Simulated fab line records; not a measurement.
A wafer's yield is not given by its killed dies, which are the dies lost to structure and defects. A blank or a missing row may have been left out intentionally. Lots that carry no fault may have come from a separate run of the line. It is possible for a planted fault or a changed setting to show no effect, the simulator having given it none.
A lot that was struck, set against a sound lot    flow berkeley-cmos170    32 out of 331 route steps
Sound: these wafers, L910.4, L910.5, L910.6. Struck: wafers L915.2, L915.3, L915.5. The cause is named last.
Each step with rows lists, per side, the tool, then ch with its chambers, then its first start. Under that, the readings that differ: sound wafers    struck wafers    difference of the means    sigmas: that difference in standard deviations of wafers without a fault.
alike: readings whose means differ by less than 2 such deviations, and words and numbers that are the same on both sides. not compared: withheld readings, readings that some wafer has no value for, bounds like >300 that may hide the same value, and numbers for which the record gives no deviation and whose values overlap.
The two part at a step that has a row with sigmas, a row that says differs or no value, or rows on one side only. When numbers do not overlap yet have no deviation, they are printed without sigmas and do not part them. A reading that every wafer of one side lacks parts them only if that side has two wafers or more.

first, 6 steps without rows for these wafers: UCB170_V2_HMDS_06 (prime time 60 s); UCB170_V2_COAT_07 (resist thk 900 nm); UCB170_V2_SOFTBAKE_08 (time 60 s); UCB170_V2_EXPOSE_09 (exposes mask VIA2, target cd 700 nm); UCB170_V2_PEB_10; UCB170_V2_DEVELOP_11 (develop time 45 s).
UCB170_V2_CD_MEAS_12: the cd target is 700 nm.
  sound on cd-sem-02 at day 8 03:51; struck on cd-sem-02 at day 10 06:07
  alike: cd-nm
UCB170_V2_OVL_MEAS_13:
  sound on overlay-01 at day 8 03:56; struck on overlay-01 at day 10 06:13
  alike: V2_OVL
UCB170_V2_ETCH_14: etches SiO2 in CHF3/CF4/Ar, stops on Al, target depth 1250 nm, time 283.2 s.
  sound on rie-diel-02 ch 2,3, day 8 03:57; struck on rie-diel-01 ch 1,3, day 10 06:15
  alike: drypump-motor-current-A, oes-product-au, throttle-valve-pct
  not compared: rf-hours-counter-h
UCB170_V2_STRIP_15: strips in O2.
  sound on plasma-asher-01 ch 0,1, day 8 04:10; struck on plasma-asher-04 ch 0,1, day 10 06:26
  alike: drypump-motor-current-A, oes-product-au, strip-time-to-endpoint-s
  not compared: rf-hours-counter-h
UCB170_V2_CD_MEAS_90: the cd target is 700 nm.
  sound on cd-sem-02 at day 8 04:17; struck on cd-sem-01 at day 10 06:33
  alike: cd-nm
then, 1 step without rows for these wafers: UCB170_M3_PRE_CLEAN_00 (preclean etch time 60 s).
UCB170_M3_SPUTTER_01: material Al, target thk 900 nm, time 120 s.
  sound on pvd-sputter-01 at day 8 04:25; struck on pvd-sputter-01 at day 10 06:43
reading                                sound              struck             difference  sigmas
model.Al_of_M3_SPUTTER_01.thk-nm (nm)  907.4 915.4 923.6  685.8 670.3 670.7  -239.9      
  alike: cathode-dc-power-W, throttle-valve-pct
UCB170_M3_RS_MEAS_02: a four-point-probe measurement.
  sound on film-metro-03 at day 8 04:34; struck on film-metro-04 at day 10 06:49
reading            sound                 struck                difference  sigmas
M3_AL_RS (ohm/sq)  0.0319 0.0317 0.0314  0.0424 0.0433 0.0433  +0.0113     +28
UCB170_M3_THK_MEAS_03: measures by xrf.
  sound on film-metro-03 at day 8 04:40; struck on film-metro-04 at day 10 06:56
reading         sound        struck       difference  sigmas
M3_AL_THK (nm)  905 919 928  688 670 673  -240        -20
then, 3 steps without rows for these wafers: UCB170_M3_HMDS_04 (prime time 60 s); UCB170_M3_COAT_05 (resist thk 900 nm); UCB170_M3_SOFTBAKE_06 (time 60 s).
UCB170_M3_STRIP_07: strips in O2.
  sound on plasma-asher-04 ch 0,1, day 8 05:11; struck on plasma-asher-04 ch 0,1, day 10 07:38
  alike: drypump-motor-current-A, oes-product-au, strip-time-to-endpoint-s
  not compared: rf-hours-counter-h
then, 7 steps without rows for these wafers: UCB170_M3_STRIP_08 (strips KrF in DMSO, time 600 s); UCB170_M3_COAT_09; UCB170_M3_COAT_10 (resist thk 900 nm); UCB170_M3_SOFTBAKE_11 (time 60 s); UCB170_M3_EXPOSE_12 (exposes mask METAL3, target cd 700 nm); UCB170_M3_PEB_13; UCB170_M3_DEVELOP_14 (develop time 45 s).
UCB170_M3_CD_MEAS_15: the cd target is 700 nm.
  sound on cd-sem-02 at day 8 06:29; struck on cd-sem-02 at day 10 10:19
  alike: cd-nm
UCB170_M3_OVL_MEAS_16:
  sound on overlay-02 at day 8 06:34; struck on overlay-02 at day 10 10:25
  alike: M3_OVL
UCB170_M3_ETCH_17: etches BARC in N2/H2.
  sound on rie-diel-01 ch 0,1,2, day 8 06:35; struck on rie-diel-02 ch 1,3, day 10 10:26
  alike: drypump-motor-current-A, oes-product-au, throttle-valve-pct
UCB170_M3_METAL_ETCH_18: etches Al in Cl2/BCl3, stops on SiO2, target depth 1170 nm, time 195 s.
  sound on rie-metal-03 ch 0,1, day 8 06:41; struck on rie-metal-03 ch 0,1, day 10 10:29
reading                sound              struck             difference  sigmas
oes-product-au (a.u.)  0.880 0.885 0.850  0.723 0.723 0.753  -0.139      -11
  alike: bcl3-flow-sccm, drypump-motor-current-A, throttle-valve-pct
  not compared: rf-hours-counter-h
UCB170_M3_STRIP_19: strips in O2.
  sound on plasma-asher-04 ch 0,1, day 8 06:51; struck on plasma-asher-02 ch 1, day 10 10:40
  alike: drypump-motor-current-A, oes-product-au
  not compared: rf-hours-counter-h
UCB170_M3_PROBE_99:
  the record has rows for the struck wafers here (prober-02, day 10 11:04) and none for the sound ones

WHERE THEY PART
At UCB170_M3_RS_MEAS_02 first; at UCB170_M3_PROBE_99 last (within this record only).

WHY: the cause the simulator had injected
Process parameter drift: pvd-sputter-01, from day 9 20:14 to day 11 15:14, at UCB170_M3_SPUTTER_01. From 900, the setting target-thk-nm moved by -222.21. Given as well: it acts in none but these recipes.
